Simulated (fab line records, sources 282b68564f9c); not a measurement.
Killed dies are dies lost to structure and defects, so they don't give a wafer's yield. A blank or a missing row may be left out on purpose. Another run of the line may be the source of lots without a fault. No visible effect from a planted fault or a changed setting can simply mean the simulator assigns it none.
fab line records ; flow rit_cmos
record lots=14; wafers=42; last_day=7
route steps=202 shown SILICIDE@162 M1@202
lots that met no fault: from a run of the same line without faults
start_h: hours from the record's first day to the start of the lot's first wafer shown ; wait_h: time in hours since the lot's previous step ; " unchanged from the row above ; L1.1+2: one row covering several wafers at once ; - no value, or no start was given ; * or withheld: withheld ; < > ~ a bound
route shown NAME@n: NAME is a module with steps in the file, n the number in the route of the first one ; usual: the fault-free wafers' mean and standard deviation ; same: alike in all rows ; chamber/n: place in a boat ; sites: readings site by site ; _std_site: their standard deviation ; _edge_site: mean of outer sites minus mean of inner sites ; radius_mm: for every site, how far away it sits from the centre of the wafer ; mask NAME#n: copy n ; behind: the tool/chamber that last shaped the wafer ; hold: what put the lot on hold/how long, in hours/how the hold closed ; device: transistor that didn't switch, given as n, p or np ; end of line: the tests these same wafers got at the end of their route ; a step without rows: its recipe alone ; killed: at the first sort, the dies lost to defects and structure; wafer yield is something else ; map: the dies of a wafer, with x for killed, . for not killed, _ for no die there
set.NAME: the run value of the setting; set.NAME@STEP: its run value at that earlier step ; model.NAME: the simulator's own value behind a step, which no gauge read
the route's steps for a sample of lots (tables are steps, rows are wafers)
## steps
# step RIT_SILICIDE_SPUTTER_01
# recipe material=Ti; target_thk_nm=30; power_w=350; chamber_pressure_pa=0.6451; gas=Ar; time_s=240; substrate_temp_c=25
# usual throttle_valve_pct=29.8/1.5
lot.wafer;tool;chamber;start_h;wait_h;throttle_valve_pct
L972.1;pvd_sputter-01;-;52.67;0.0;31.4
L972.3;pvd_sputter-01;-;52.67;0.0;27.7
L972.4;pvd_sputter-01;-;52.67;0.0;30.0
L973.1;pvd_sputter-02;-;56.60;0.0;31.7
L973.2;pvd_sputter-02;-;56.60;0.0;30.8
L973.5;pvd_sputter-02;-;56.60;0.0;27.3
L974.1;pvd_sputter-01;-;60.00;0.0;29.9
L974.3;pvd_sputter-01;-;60.00;0.0;29.2
L974.5;pvd_sputter-01;-;60.00;0.0;31.0
L975.1;pvd_sputter-02;-;64.90;0.0;30.9
L975.2;pvd_sputter-02;-;64.90;0.0;31.0
L975.6;pvd_sputter-02;-;64.90;0.0;30.9
L976.2;pvd_sputter-01;-;71.55;0.0;27.8
L976.4;pvd_sputter-01;-;71.55;0.0;29.4
L976.5;pvd_sputter-01;-;71.55;0.0;30.1
L977.2;pvd_sputter-02;-;76.80;0.0;27.2
L977.3;pvd_sputter-02;-;76.80;0.0;30.6
L977.6;pvd_sputter-02;-;76.80;0.0;27.4
L980.1;pvd_sputter-01;-;89.73;0.0;29.4
L980.2;pvd_sputter-01;-;89.73;0.0;28.3
L980.3;pvd_sputter-01;-;89.73;0.0;29.7
L985.2;pvd_sputter-02;-;114.13;0.0;27.5
L985.4;pvd_sputter-02;-;114.13;0.0;31.8
L985.5;pvd_sputter-02;-;114.13;0.0;30.7
L986.1;pvd_sputter-01;-;120.75;0.0;29.9
L986.2;pvd_sputter-01;-;120.75;0.0;29.7
L986.3;pvd_sputter-01;-;120.75;0.0;27.8
L988.2;pvd_sputter-01;-;137.23;0.0;30.1
L988.3;pvd_sputter-01;-;137.23;0.0;29.4
L988.5;pvd_sputter-01;-;137.23;0.0;29.5
L991.2;pvd_sputter-02;-;150.28;0.0;31.5
L991.4;pvd_sputter-02;-;150.28;0.0;31.0
L991.5;pvd_sputter-02;-;150.28;0.0;30.7
L993.2;pvd_sputter-02;-;159.52;0.0;27.4
L993.4;pvd_sputter-02;-;159.52;0.0;31.7
L993.5;pvd_sputter-02;-;159.52;0.0;31.0
L994.3;pvd_sputter-04;-;161.70;0.0;31.9
L994.5;pvd_sputter-04;-;161.70;0.0;32.1
L994.6;pvd_sputter-04;-;161.70;0.0;28.2
L995.1;pvd_sputter-02;-;166.07;0.0;30.9
L995.5;pvd_sputter-02;-;166.07;0.0;30.8
L995.6;pvd_sputter-02;-;166.07;0.0;31.4
# step RIT_M1_PROBE_99
# usual killed_at_M0_to_M3=0.0/0.16; killed_at_contacts=0.1/0.24; killed_at_front_end=6.7/2.9; killed_dies=6.8/2.9; killed_on_rim=1.8/1.3; killed_open=3.5/1.8; killed_short=3.3/2.1
# same gross_dies=264; killed_at_M4_up=0; killed_at_back_side=0; killed_at_other=0
lot.wafer;tool;chamber;start_h;wait_h;killed_at_M0_to_M3;killed_at_contacts;killed_at_front_end;killed_dies;killed_on_rim;killed_open;killed_short
L976.2;prober-02;-;78.46;0.1;0;0;4;4;1;3;1
L976.4;prober-02;-;78.56;0.2;0;0;8;8;2;4;4
L976.5;prober-02;-;78.61;0.2;0;0;9;9;2;2;7
L980.1;prober-02;-;96.74;0.1;0;0;4;4;2;3;1
L980.2;prober-02;-;96.79;0.1;0;0;7;7;2;2;5
L980.3;prober-02;-;96.84;0.2;0;1;11;12;4;6;6
L985.2;prober-01;-;121.90;0.1;0;0;3;3;1;3;0
L985.4;prober-01;-;122.00;0.2;0;0;8;8;2;7;1
L985.5;prober-01;-;122.05;0.2;0;0;9;9;2;6;3
L986.1;prober-02;-;129.20;0.1;0;0;41;41;1;1;1
L986.2;prober-02;-;129.25;0.1;0;0;43;43;11;3;6
L986.3;prober-02;-;129.30;0.2;0;0;42;42;8;3;1
L988.2;prober-02;-;145.16;0.1;0;0;42;42;0;0;2
L988.3;prober-02;-;145.21;0.2;0;0;46;46;12;6;2
L988.5;prober-02;-;145.31;0.2;0;0;45;45;12;1;4
L991.2;prober-02;-;157.41;0.1;0;0;2;2;1;2;0
L991.4;prober-02;-;157.51;0.2;0;1;14;15;5;9;6
L991.5;prober-02;-;157.56;0.2;0;0;4;4;0;2;2
L993.2;prober-02;-;166.59;0.1;0;0;5;5;2;4;1
L993.4;prober-02;-;166.69;0.2;0;0;14;14;4;6;8
L993.5;prober-02;-;166.74;0.2;0;0;10;10;3;4;6
L994.3;prober-02;-;168.77;0.2;0;1;7;8;2;3;5
L994.5;prober-02;-;168.87;0.2;0;0;6;6;1;4;2
L994.6;prober-02;-;168.92;0.2;1;0;8;9;2;4;5
L995.1;prober-01;-;173.51;0.1;0;0;8;8;3;4;4
L995.5;prober-01;-;173.71;0.2;0;0;4;4;2;1;3
L995.6;prober-01;-;173.76;0.2;0;0;4;4;0;3;1
# killed by level:class
L976.2 GATE:geometric_particle:open=1 GATE:geometric_particle:short=1 REOX:geometric_particle:open=1 SPACER:geometric_particle:open=1
L976.4 SPACER:geometric_particle:short=3 SPACER:geometric_particle:open=3 GATE:geometric_particle:open=1 GATE:geometric_particle:short=1
L976.5 GATE:geometric_particle:short=2 REOX:geometric_particle:short=2 SPACER:geometric_particle:short=2 FOX1:geometric_particle:open=1 SPACER:geometric_particle:open=1 SILICIDE:geometric_particle:short=1
L980.1 GATE:geometric_particle:open=2 FOX1:geometric_particle:open=1 FOX1:geometric_particle:short=1
L980.2 GATE:geometric_particle:short=3 FOX1:geometric_particle:short=1 SPACER:geometric_particle:open=1 SILICIDE:geometric_particle:short=1 SILICIDE:geometric_particle:open=1
L980.3 GATE:geometric_particle:open=3 GATE:geometric_particle:short=3 FOX1:geometric_particle:open=1 FOX1:geometric_particle:short=1 REOX:geometric_particle:open=1 SPACER:geometric_particle:open=1 SILICIDE:geometric_particle:short=1 CONTACT:geometric_particle:short=1
L985.2 GATE:geometric_particle:open=2 FOX2:geometric_particle:open=1
L985.4 FOX2:geometric_particle:open=2 REOX:geometric_particle:open=2 SILICIDE:geometric_particle:open=2 GATE:geometric_particle:open=1 REOX:geometric_particle:short=1
L985.5 REOX:geometric_particle:open=2 SILICIDE:geometric_particle:open=2 FOX2:geometric_particle:short=1 GATE:geometric_particle:open=1 REOX:geometric_particle:short=1 SPACER:geometric_particle:open=1 SILICIDE:geometric_particle:short=1
L986.1 SILICIDE:unspecified=39 GATE:geometric_particle:short=1 SPACER:geometric_particle:open=1
L986.2 SILICIDE:unspecified=34 REOX:geometric_particle:open=2 SPACER:geometric_particle:short=2 FOX1:geometric_particle:short=1 FOX2:geometric_particle:short=1 GATE:geometric_particle:short=1 REOX:geometric_particle:short=1 SILICIDE:geometric_particle:open=1
L986.3 SILICIDE:unspecified=38 GATE:geometric_particle:open=2 GATE:geometric_particle:short=1 REOX:geometric_particle:open=1
L988.2 SILICIDE:unspecified=40 GATE:geometric_particle:short=1 REOX:geometric_particle:short=1
L988.3 SILICIDE:unspecified=38 GATE:geometric_particle:open=3 REOX:geometric_particle:open=2 GATE:geometric_particle:short=1 SPACER:geometric_particle:open=1 SPACER:geometric_particle:short=1
L988.5 SILICIDE:unspecified=40 GATE:geometric_particle:short=2 GATE:geometric_particle:open=1 REOX:geometric_particle:short=1 SILICIDE:geometric_particle:short=1
L991.2 GATE:geometric_particle:open=2
L991.4 GATE:geometric_particle:short=3 GATE:geometric_particle:open=3 FOX1:geometric_particle:open=2 FOX1:geometric_particle:short=1 FOX2:geometric_particle:short=1 FOX2:geometric_particle:open=1 SPACER:geometric_particle:open=1 SILICIDE:geometric_particle:open=1
L991.5 GATE:geometric_particle:open=2 GATE:geometric_particle:short=2
L993.2 SILICIDE:geometric_particle:open=2 FOX1:geometric_particle:open=1 REOX:geometric_particle:short=1 SPACER:geometric_particle:open=1
L993.4 GATE:geometric_particle:short=4 FOX1:geometric_particle:short=3 REOX:geometric_particle:open=3 FOX1:geometric_particle:open=1 GATE:geometric_particle:open=1 REOX:geometric_particle:short=1 SPACER:geometric_particle:open=1
L993.5 GATE:geometric_particle:short=3 GATE:geometric_particle:open=3 SILICIDE:geometric_particle:short=2 FOX1:geometric_particle:short=1 REOX:geometric_particle:open=1
L994.3 GATE:geometric_particle:short=3 GATE:geometric_particle:open=2 REOX:geometric_particle:open=1 SPACER:geometric_particle:short=1 CONTACT:geometric_particle:short=1
L994.5 GATE:geometric_particle:open=3 GATE:geometric_particle:short=1 SPACER:geometric_particle:short=1 SPACER:geometric_particle:open=1
L994.6 FOX1:geometric_particle:short=3 GATE:geometric_particle:short=2 GATE:geometric_particle:open=2 SPACER:geometric_particle:open=1 M1:geometric_particle:open=1
L995.1 GATE:geometric_particle:open=4 REOX:geometric_particle:short=2 GATE:geometric_particle:short=1 SPACER:geometric_particle:short=1
L995.5 FOX1:geometric_particle:short=1 GATE:geometric_particle:short=1 REOX:geometric_particle:open=1 REOX:geometric_particle:short=1
L995.6 FOX2:geometric_particle:open=1 GATE:geometric_particle:open=1 GATE:geometric_particle:short=1 REOX:geometric_particle:open=1
## key
first_sign step=RIT_M1_PROBE_99; reading=killed_at_front_end; direction=up; sigmas=13; usual=6.7; struck=43.2
effect step=RIT_M1_PROBE_99; reading=killed_dies; direction=up; sigmas=12; usual=6.8; struck=43.2
met_at RIT_SILICIDE_SPUTTER_01
struck_lots L986,L988
tester_left_out L986,L988
onset_between 89.73 120.75
fault kind=chamber_particle_source; tool=pvd_sputter-01; chamber=-; onset_h=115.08; steps=RIT_SILICIDE_SPUTTER_01; rate_per_visit_cm2=2.2402; end_h=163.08
# tester_left_out: of these lots the tester's yield and bins aren't shown, on N5 and GAA mostly nor the transistor test; their killed dies are dies lost to structure and defects alone, not to doping, threshold or leakage, so they don't give the yield
